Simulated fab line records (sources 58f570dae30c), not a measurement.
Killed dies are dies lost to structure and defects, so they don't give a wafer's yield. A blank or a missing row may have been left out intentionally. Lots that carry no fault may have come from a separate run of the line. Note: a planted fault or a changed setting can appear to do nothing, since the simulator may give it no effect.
Struck lot and sound lot, side by side    flow berkeley-cmos170    25 steps out of a route of 331
Sound: these wafers, L884.1, L884.3, L884.6. Struck: wafers L889.1, L889.2, L889.5. The cause is given at the end.
At each step with rows: each side's tool, then ch and its chambers, then its first start. Under that, the readings that differ: sound wafers    struck wafers    difference of the means    sigmas: that difference in standard deviations of wafers without a fault.
alike: readings whose means differ by less than 2 such deviations, and words and numbers that are the same on both sides. not compared: withheld readings, readings that some wafer has no value for, bounds like >300 that may hide the same value, and numbers for which the record gives no deviation and whose values overlap.
A row with sigmas, a row that says differs or no value, or rows on one side alone: a step with any of these is where the two part. Non-overlapping numbers with no deviation appear without sigmas and do not part them. A reading that every wafer of one side lacks parts them only if that side has two wafers or more.

first, 1 step without rows for these wafers: UCB170_PSD_IMPLANT_08.
UCB170_PSD_STRIP_09: strips in O2.
  sound on plasma-asher-04 ch 0,1, day 8 23:52; struck on plasma-asher-04 ch 0,1, day 10 01:03
  alike: drypump-motor-current-A, oes-product-au, strip-time-to-endpoint-s
  not compared: rf-hours-counter-h
UCB170_PSD_TW_MEAS_10:
  sound on film-metro-04, day 8 23:58; struck on film-metro-03, day 10 01:09
  alike: PSD_TW
then, 7 steps without rows for these wafers: UCB170_PSD_CLEAN_11 (cleans in SPM, time 600 s); UCB170_NSD_HMDS_00 (prime time 60 s); UCB170_NSD_COAT_01 (resist thk 900 nm); UCB170_NSD_SOFTBAKE_02 (time 60 s); UCB170_NSD_EXPOSE_03 (exposes mask NSELECT MOD, target cd 1200 nm); UCB170_NSD_PEB_04; UCB170_NSD_DEVELOP_05 (develop time 45 s).
UCB170_NSD_CD_MEAS_06: target cd 1200 nm.
  sound on cd-sem-01, day 9 01:16; struck on cd-sem-02, day 10 04:01
reading     sound                 struck                difference  sigmas
cd-nm (nm)  1200.8 1200.1 1200.4  1198.1 1197.6 1197.7  -2.6        -2
UCB170_NSD_OVL_MEAS_07:
  sound on overlay-01, day 9 01:23; struck on overlay-01, day 10 04:08
  alike: NSD_OVL
UCB170_NSD_IMPLANT_08:
  sound on implanter-01 ch 0, day 9 01:25; struck on implanter-01 ch 0, day 10 04:11
reading                    sound                 struck                difference  sigmas
beam-energy-keV            39.995 39.995 39.994  26.813 26.780 26.804  -13.196     -99 or more
model.implant.rp-nm (nm)   49.9 49.9 49.9        33.48 33.48 33.48     -16.42      
model.implant.drp-nm (nm)  21.16 21.16 21.16     15.47 15.47 15.47     -5.69       
  alike: tilt-deg
UCB170_NSD_STRIP_09: strips in O2.
  sound on plasma-asher-01 ch 0, day 9 01:34; struck on plasma-asher-01 ch 0,1, day 10 04:20
reading                       sound              struck             difference  sigmas
oes-product-au (a.u.)         0.533 0.535 0.532  0.577 0.570 0.576  +0.041      +10
strip-time-to-endpoint-s (s)  35.82 35.87 35.89  31.13 31.10 31.16  -4.73       -60
  alike: drypump-motor-current-A
  not compared: rf-hours-counter-h
UCB170_NSD_TW_MEAS_10:
  sound on film-metro-03, day 9 01:40; struck on film-metro-02, day 10 04:40
reading  sound           struck          difference  sigmas
NSD_TW   4198 4201 4171  3804 3797 3769  -400        -18
  not compared: hold
then, 3 steps without rows for these wafers: UCB170_BACKSIDE_HMDS_00 (prime time 60 s); UCB170_BACKSIDE_COAT_01 (resist thk 900 nm); UCB170_BACKSIDE_SOFTBAKE_02 (time 60 s).
UCB170_BACKSIDE_STRIP_03: strips in O2.
  sound on plasma-asher-02 ch 0,1, day 9 02:29; struck on plasma-asher-02 ch 0,1, day 10 11:02
  alike: drypump-motor-current-A, oes-product-au, strip-time-to-endpoint-s
  not compared: rf-hours-counter-h
then, 1 step without rows for these wafers: UCB170_BACKSIDE_CLEAN_04 (cleans in SPM, time 600 s).
UCB170_SDANNEAL_RTA_00: time 10 s.
  sound on rtp-anneal-01 ch 0, day 9 02:46; struck on rtp-anneal-02 ch 0, day 10 11:22
  alike: chamber-o2-ppm, lamp-power-pct, wafer_temp_C_max
UCB170_SDANNEAL_RTA_01: time 5 s.
  sound on rtp-anneal-01 ch 0, day 9 02:50; struck on rtp-anneal-02 ch 0, day 10 11:26
  alike: chamber-o2-ppm, lamp-power-pct, wafer_temp_C_max
UCB170_SDANNEAL_RS_MEAS_02: measures by four-point-probe.
  sound on film-metro-03, day 9 02:53; struck on film-metro-04, day 10 11:30
reading          sound              struck             difference  sigmas
PSD_RS (ohm/sq)  75.46 75.93 75.92  74.82 75.25 75.08  -0.72       -3
UCB170_SDANNEAL_RS_MEAS_03: measures by four-point-probe.
  sound on film-metro-03, day 9 03:01; struck on film-metro-04, day 10 11:55
reading          sound              struck             difference  sigmas
NSD_RS (ohm/sq)  37.20 37.18 37.20  42.76 42.74 42.79  +5.57       +61
  not compared: hold
UCB170_M3_PROBE_99:
  the record has rows for the sound wafers here (prober-02, day 10 03:17) and none for the struck ones

## WHERE THEY PART
At UCB170_NSD_CD_MEAS_06 first; at UCB170_M3_PROBE_99 last (within this record only).

WHY: what had been put in by the simulator
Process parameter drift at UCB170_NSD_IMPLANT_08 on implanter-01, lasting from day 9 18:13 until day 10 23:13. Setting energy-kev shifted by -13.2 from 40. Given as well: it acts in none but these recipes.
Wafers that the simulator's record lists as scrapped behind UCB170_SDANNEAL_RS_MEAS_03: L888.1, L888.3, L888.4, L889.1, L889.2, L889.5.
